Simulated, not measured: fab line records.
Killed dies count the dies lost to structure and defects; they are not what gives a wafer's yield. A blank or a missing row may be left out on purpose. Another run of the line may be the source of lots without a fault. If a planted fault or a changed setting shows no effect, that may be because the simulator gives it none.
Which tool is to blame? ; flow berkeley-cmos170 ; 42 wafers from 14 lots sampled at 4 of the route's 331 steps

== WHAT THE GAUGES SHOWED, per wafer ==
UCB170_NWELL_OVL_MEAS_12.
lot;measured;on;NWELL_OVL (nm)
L458;day 2 05:30;overlay-02;-2 -5 4
L459;day 2 09:07;overlay-02;-2 2 -6
L460;day 2 19:26;overlay-02;6 1 -3
L462;day 3 05:11;overlay-02;4 -1 -1
L466;day 4 06:33;overlay-02;9 -1 8
L469;day 4 10:28;overlay-02;8 4 4
L468;day 4 10:49;overlay-02;-10 -2 2
L470;day 4 11:01;overlay-02;- - -
L471;day 4 23:04;overlay-02;- - -
L473;day 5 12:04;overlay-02;-6 -7 -8
L476;day 5 23:24;overlay-02;7 0 7
L478;day 6 08:23;overlay-01;8 4 17
L480;day 6 17:59;overlay-01;2 -3 2
L481;day 6 21:55;overlay-01;-1 0 3

UCB170_PWELL_THK_MEAS_06.
lot;measured;on;PWELL_NITRIDE_THK (nm)
L458;day 3 00:13;film-metro-03;218.4 218.9 218.6
L459;day 3 03:59;film-metro-03;218.9 217.9 218.9
L460;day 3 11:17;film-metro-03;219.7 218.7 218.0
L462;day 3 17:58;film-metro-02;217.8 219.0 218.2
L466;day 5 02:39;film-metro-03;220.7 220.0 221.5
L469;day 5 02:42;film-metro-02;221.5 223.3 220.9
L468;day 5 02:42;film-metro-03;219.7 219.7 219.7
L473;day 6 05:01;film-metro-01;223.8 222.6 221.4
L476;day 6 13:03;film-metro-01;219.9 217.8 220.2
L478;day 6 21:09;film-metro-02;221.6 221.7 220.5
L480;day 7 11:07;film-metro-01;218.4 218.0 218.3
L481;day 7 11:05;film-metro-03;217.9 219.2 218.3

UCB170_SCREENOX_THK_MEAS_02.
lot;measured;on;SCREENOX_OXIDE_THK (nm)
L458;day 5 01:53;film-metro-03;14.42 14.20 14.44
L459;day 5 01:54;film-metro-04;14.50 14.61 14.60
L460;day 5 21:05;film-metro-04;14.44 14.44 14.37
L462;day 6 08:37;film-metro-01;14.44 14.37 14.45
L466;day 6 20:01;film-metro-01;14.51 14.27 14.32
L469;day 7 15:11;film-metro-01;14.39 14.61 14.72
L468;day 6 20:04;film-metro-04;14.39 14.39 14.50
L473;day 8 07:13;film-metro-01;14.19 14.54 14.35
L476;day 9 04:19;film-metro-04;14.82 14.76 14.59
L478;day 9 04:19;film-metro-01;14.40 14.72 14.66
L480;day 9 17:08;film-metro-03;14.98 14.85 14.69
L481;day 9 14:11;film-metro-03;14.76 14.74 14.68

== WHAT TOOL EACH LOT RAN ON (gives the tool, then ch and the chambers of the sampled wafers, and finally the start) ==
lot;UCB170_NWELL_PEB_10
L458;litho-track-04 ch 0, day 2 05:14
L459;litho-track-02 ch 0, day 2 08:53
L460;litho-track-02 ch 0, day 2 19:10
L462;litho-track-01 ch 0, day 3 04:55
L466;litho-track-02 ch 0, day 4 06:00
L469;litho-track-04 ch 0, day 4 10:11
L468;litho-track-01 ch 0, day 4 10:29
L470;litho-track-04, day 4 10:46
L471;litho-track-01, day 4 22:49
L473;litho-track-01 ch 0, day 5 11:49
L476;litho-track-01 ch 0, day 5 23:08
L478;litho-track-01 ch 0, day 6 08:08
L480;litho-track-04 ch 0, day 6 17:43
L481;litho-track-04 ch 0, day 6 21:40
- UCB170_NWELL_PEB_10

== WHAT THE TOOLS THEMSELVES READ (means of the sampled wafers that have a number; where no wafer has one, the mark that the record gives instead) ==
UCB170_NWELL_PEB_10.
lot;tool;chill-plate-temp-C (C);exhaust-pa (Pa)
L458;litho-track-04;23.20;46.0
L459;litho-track-02;23.05;44.9
L460;litho-track-02;23.07;44.7
L462;litho-track-01;23.10;44.1
L466;litho-track-02;22.95;43.0
L469;litho-track-04;22.87;44.4
L468;litho-track-01;23.04;45.1
L470;litho-track-04;-;-
L471;litho-track-01;-;-
L473;litho-track-01;22.96;45.2
L476;litho-track-01;23.12;43.4
L478;litho-track-01;22.99;45.1
L480;litho-track-04;22.83;45.3
L481;litho-track-04;22.93;46.2

== THE ANSWER, worked out from the rows above alone ==
Rule: what is usual is taken from the lots themselves. Put in order of their means at a reading, lots are off if they are a third of the lots or fewer, leave a main group of 4 or more, and stand apart from it by a gap of 3 or more times the standard deviation of the main group's means; of several such gaps the widest counts. A main group whose means are all the same, to the digits that the tables above print for the reading, isn't used. A lot without any number at a reading at which 4 lots or more have one is off too. Any other lot the step has rows for is counted as sound. Order of review: gauges by route order, followed by the tools' own readings, for which a lot's mean as printed above is used. At the first step where some lot is off, the reading lying furthest off is the one used; lots without a number count as furthest.
Off: L470, L471, seen at UCB170_NWELL_OVL_MEAS_12 (NWELL_OVL). Without a number there: L470, L471. For the main group the mean is 1 nm and the standard deviation 4.3.
If a tool, at a process step before that reading, ran all the lots that are off and no sound lot after the first of them, it fits. Not tried: the gauges at UCB170_NWELL_OVL_MEAS_12; whatever is off there is also off at UCB170_NWELL_PEB_10, on other tools, and gauge error can't account for it. Not one of the candidates tried fits.

== WHAT HAD BEEN PUT IN BY THE SIMULATOR ==
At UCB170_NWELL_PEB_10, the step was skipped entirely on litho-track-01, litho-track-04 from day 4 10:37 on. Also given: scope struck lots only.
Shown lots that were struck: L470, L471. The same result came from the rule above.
